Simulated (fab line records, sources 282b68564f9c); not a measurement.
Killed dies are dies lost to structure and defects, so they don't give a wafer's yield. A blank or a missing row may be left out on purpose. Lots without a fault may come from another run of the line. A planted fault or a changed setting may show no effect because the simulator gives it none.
One fault seen from 2 desks | flow rit_cmos | each desk has only its own numbers; what lay behind them comes last

THE METROLOGY DESK
What the gauges read, lot by lot, whatever tool the lot ran on: means of the sampled wafers that have a number. A lot is out of limits, marked OUT, if its mean lies more than 4 standard deviations from the usual mean; the brackets give that distance.
Columns: A = GATE_OXIDE_THK at RIT_GATE_THK_MEAS_07, usual 3.00 nm; B = cd_nm at RIT_GATE_CD_MEAS_90, usual 147 nm; C = NLDD_TW at RIT_NLDD_TW_MEAS_10, usual 2488; D = PLDD_OVL at RIT_PLDD_OVL_MEAS_06, usual 0.8 nm; E = NLDD_RS at RIT_SDANNEAL_RS_MEAS_07, usual 151.3 ohm/sq
lot  | first seen here | A    | B   | C              | D    | E
L294 | day 2 16:17     | 3.02 | 144 | 2511           | 1.7  | 151.0
L295 | day 2 20:13     | 3.02 | 149 | 2496           | 0.4  | 150.6
L298 | day 3 10:45     | 2.96 | 145 | 2465           | -0.3 | 151.8
L300 | day 3 16:29     | 3.05 | 151 | 1541 (-53) OUT | 0.5  | 520.5 (+99 or more) OUT
L301 | day 4 02:35     | 3.11 | 149 | 1547 (-52) OUT | -0.8 | 503.9 (+99 or more) OUT
L302 | day 4 03:55     | 3.01 | 139 | 1563 (-51) OUT | 1.0  | 502.1 (+99 or more) OUT
L308 | day 5 10:36     | 3.02 | 146 | 2462           | 1.8  | 150.9
L309 | day 5 21:23     | 2.97 | 141 | 2490           | 2.4  | 151.3
L310 | day 6 00:37     | 2.84 | 146 | 2491           | 1.7  | 151.6
L312 | day 6 11:10     | 3.12 | 147 | 2493           | -0.9 | 151.7
L313 | day 7 00:43     | 2.90 | 146 | 2503           | 2.6  | 151.7
L314 | day 7 04:48     | 2.95 | 146 | 2503           | 0.5  | 151.5
L315 | day 7 04:48     | 2.98 | 148 | 2492           | 2.6  | 150.5
L316 | day 7 09:37     | 2.95 | 149 | 2513           | 1.0  | 151.2
L317 | day 7 16:43     | 2.98 | 151 | 2514           | 0.8  | 151.5
This desk's finding: out of limits on L300, L301, L302; first on L300, day 4 02:34 (NLDD_TW at RIT_NLDD_TW_MEAS_10). In limits: L294, L295, L298, L308, L309, L310, L312, L313, L314, L315, L316, L317.

THE TOOL OWNER'S DESK: implanter-01
The tool's own readings at RIT_NLDD_IMPLANT_08: means of the sampled wafers that have a number, for each lot that ran on this tool. A lot is out of limits, marked OUT, if its mean lies more than 4 standard deviations from the usual mean; the brackets give that distance.
Columns: A = dose_ions_cm2 at RIT_NLDD_IMPLANT_08, usual 5e+14; B = end_station_pressure_torr at RIT_NLDD_IMPLANT_08, usual 6.2e-06 Torr; C = faraday_current_uA at RIT_NLDD_IMPLANT_08, usual 1576
lot  | first seen here | A                       | B       | C
L294 | day 3 00:12     | 5e+14                   | 6.1e-06 | 1567
L295 | day 3 05:25     | 5e+14                   | 6.0e-06 | 1584
L300 | day 4 02:14     | 1e+14 (-99 or more) OUT | 5.1e-06 | 311 (-40) OUT
L301 | day 4 10:40     | 1e+14 (-99 or more) OUT | 5.1e-06 | 321 (-39) OUT
L302 | day 4 12:11     | 1e+14 (-99 or more) OUT | 5.1e-06 | 316 (-39) OUT
L314 | day 7 17:46     | 5e+14                   | 6.3e-06 | 1569
L317 | day 8 04:20     | 5e+14                   | 6.3e-06 | 1564
This desk's finding: out of limits on L300, L301, L302; first on L300, day 4 02:14 (dose_ions_cm2 at RIT_NLDD_IMPLANT_08). In limits: L294, L295, L314, L317.

PUT TOGETHER
The tool owner's desk could have raised an alarm at day 4 02:14, on L300, L301, L302.
The metrology desk could have raised an alarm at day 4 02:34, on L300, L301, L302.
Of the lots named, all ran RIT_NLDD_IMPLANT_08 on implanter-01.

WHAT THE SIMULATOR HAD PUT IN
Process parameter drift: implanter-01, from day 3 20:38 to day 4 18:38, at RIT_NLDD_IMPLANT_08. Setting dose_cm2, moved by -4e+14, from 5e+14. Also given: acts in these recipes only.
Lots struck among those shown: L300, L301, L302.
Hours from the fault's start to each desk's first reading out of limits: the tool owner's desk, 6; the metrology desk, 6.
